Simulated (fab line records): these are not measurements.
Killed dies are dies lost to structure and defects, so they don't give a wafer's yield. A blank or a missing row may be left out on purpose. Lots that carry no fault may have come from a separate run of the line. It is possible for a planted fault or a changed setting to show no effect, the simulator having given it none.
Which tool is to blame? + flow rit_cmos + 15 lots with 45 wafers sampled at 2 steps, on a route of 202 steps

## WHAT THE GAUGES READ, wafer by wafer
RIT_PRETRO_TW_MEAS_10. Usual: PRETRO_TW 471, standard deviation 4.5.
| lot  | measured    | on            | PRETRO_TW   | flag |
|------|-------------|---------------|-------------|------|
| L153 | day 2 09:19 | film_metro-04 | 474 473 471 |      |
| L154 | day 2 13:56 | film_metro-02 | 475 475 478 |      |
| L158 | day 3 11:31 | film_metro-04 | 475 472 473 |      |
| L159 | day 3 19:43 | film_metro-01 | 465 464 467 |      |
| L161 | day 4 01:44 | film_metro-02 | 505 503 507 | OFF  |
| L162 | day 4 09:50 | film_metro-01 | 495 495 494 | OFF  |
| L164 | day 4 16:10 | film_metro-02 | 505 504 505 | OFF  |
| L167 | day 5 11:03 | film_metro-02 | 474 476 476 |      |
| L168 | day 5 13:46 | film_metro-01 | 467 465 467 |      |
| L170 | day 6 02:45 | film_metro-01 | 468 469 470 |      |
| L172 | day 6 17:09 | film_metro-01 | 468 469 467 |      |
| L173 | day 6 23:08 | film_metro-02 | 478 476 478 |      |
| L174 | day 7 04:14 | film_metro-04 | 473 471 474 |      |
| L175 | day 7 10:37 | film_metro-01 | 463 463 467 |      |
| L176 | day 7 15:48 | film_metro-01 | 468 464 465 |      |

## EACH LOT AND THE TOOL THAT RAN IT (in order: tool; ch and the chambers of the sampled wafers; start)
| lot  | RIT_PRETRO_IMPLANT_08          |
|------|--------------------------------|
| L153 | implanter-04 ch 0, day 2 08:59 |
| L154 | implanter-03 ch 0, day 2 13:37 |
| L158 | implanter-01 ch 0, day 3 11:11 |
| L159 | implanter-03 ch 0, day 3 19:26 |
| L161 | implanter-03 ch 0, day 4 01:26 |
| L162 | implanter-03 ch 0, day 4 09:31 |
| L164 | implanter-03 ch 0, day 4 15:52 |
| L167 | implanter-01 ch 0, day 5 10:46 |
| L168 | implanter-01 ch 0, day 5 13:26 |
| L170 | implanter-04 ch 0, day 6 02:27 |
| L172 | implanter-04 ch 0, day 6 16:52 |
| L173 | implanter-01 ch 0, day 6 22:49 |
| L174 | implanter-04 ch 0, day 7 03:56 |
| L175 | implanter-01 ch 0, day 7 10:19 |
| L176 | implanter-01 ch 0, day 7 15:29 |
- RIT_PRETRO_IMPLANT_08

## WHAT THE TOOLS THEMSELVES READ (means of the sampled wafers that have a number; where no wafer has one, the mark that the record gives instead)
RIT_PRETRO_IMPLANT_08. Usual: beam_on_s 9.99 s, standard deviation 0.2; end_station_pressure_torr 5.05e-06 Torr, standard deviation 2.6e-07; faraday_current_uA 38.1, standard deviation 0.76.
| lot  | tool         | beam_on_s (s) | end_station_pressure_torr (Torr) | faraday_current_uA | flag |
|------|--------------|---------------|----------------------------------|--------------------|------|
| L153 | implanter-04 | 10.13         | 5.09e-06                         | 37.6               |      |
| L154 | implanter-03 | 10.15         | 5.05e-06                         | 37.6               |      |
| L158 | implanter-01 | 9.94          | 5.14e-06                         | 38.4               |      |
| L159 | implanter-03 | 9.93          | 5.28e-06                         | 38.4               |      |
| L161 | implanter-03 | 12.26         | 9.70e-05                         | 31.4               | OFF  |
| L162 | implanter-03 | 12.26         | 9.33e-05                         | 31.4               | OFF  |
| L164 | implanter-03 | 12.14         | 9.17e-05                         | 31.6               | OFF  |
| L167 | implanter-01 | 9.81          | 5.25e-06                         | 38.9               |      |
| L168 | implanter-01 | 9.86          | 4.83e-06                         | 38.6               |      |
| L170 | implanter-04 | 10.08         | 5.16e-06                         | 37.8               |      |
| L172 | implanter-04 | 9.79          | 5.10e-06                         | 38.9               |      |
| L173 | implanter-01 | 9.87          | 4.84e-06                         | 38.6               |      |
| L174 | implanter-04 | 9.86          | 5.05e-06                         | 38.7               |      |
| L175 | implanter-01 | 9.97          | 4.98e-06                         | 38.2               |      |
| L176 | implanter-01 | 9.85          | 5.02e-06                         | 38.5               |      |

## THE ANSWER, worked out from the rows above alone
Rule: a lot is off if the mean of its wafers that have a number lies more than 3 standard deviations from the usual mean. A lot without any number at a reading at which 4 lots or more have one is off too. All remaining lots with rows at the step are treated as sound. Order of review: gauges by route order, followed by the tools' own readings, for which a lot's mean as printed above is used. The first step at which some lot is off is used, and at that step the reading that is off furthest; a lot without a number counts as furthest.
Off: at RIT_PRETRO_TW_MEAS_10 (PRETRO_TW), L161, L162, L164.
A tool fits if, at a process step before that reading, it ran every lot that is off, and no sound lot after the first of them. The gauges at RIT_PRETRO_TW_MEAS_10 aren't tried: what is off there is off at RIT_PRETRO_IMPLANT_08 too, on other tools, and a gauge's error can't cause that. One fits: RIT_PRETRO_IMPLANT_08 on implanter-03. A fault onset in the window from L159 (day 3 19:26, its last sound lot) to L161 (day 4 01:26, its first lot off) fits.
The tool's own readings at RIT_PRETRO_IMPLANT_08 bear it out: on the lots that are off they differ by more than 5 times the standard deviation of the sound lots' means. beam_on_s reads 12.22 s there against 9.94 s on the sound lots; end_station_pressure_torr reads 9.40e-05 Torr there against 5.07e-06 Torr on the sound lots; faraday_current_uA reads 31.5 there against 38.4 on the sound lots.

## WHAT HAD BEEN PUT IN BY THE SIMULATOR
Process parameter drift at RIT_PRETRO_IMPLANT_08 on implanter-03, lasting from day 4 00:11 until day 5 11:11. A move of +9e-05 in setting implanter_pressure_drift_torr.
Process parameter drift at RIT_PRETRO_IMPLANT_08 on implanter-03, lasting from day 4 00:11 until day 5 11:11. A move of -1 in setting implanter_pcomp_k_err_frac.
Struck lots among those shown: L161, L162, L164. Same finding as the rule above.
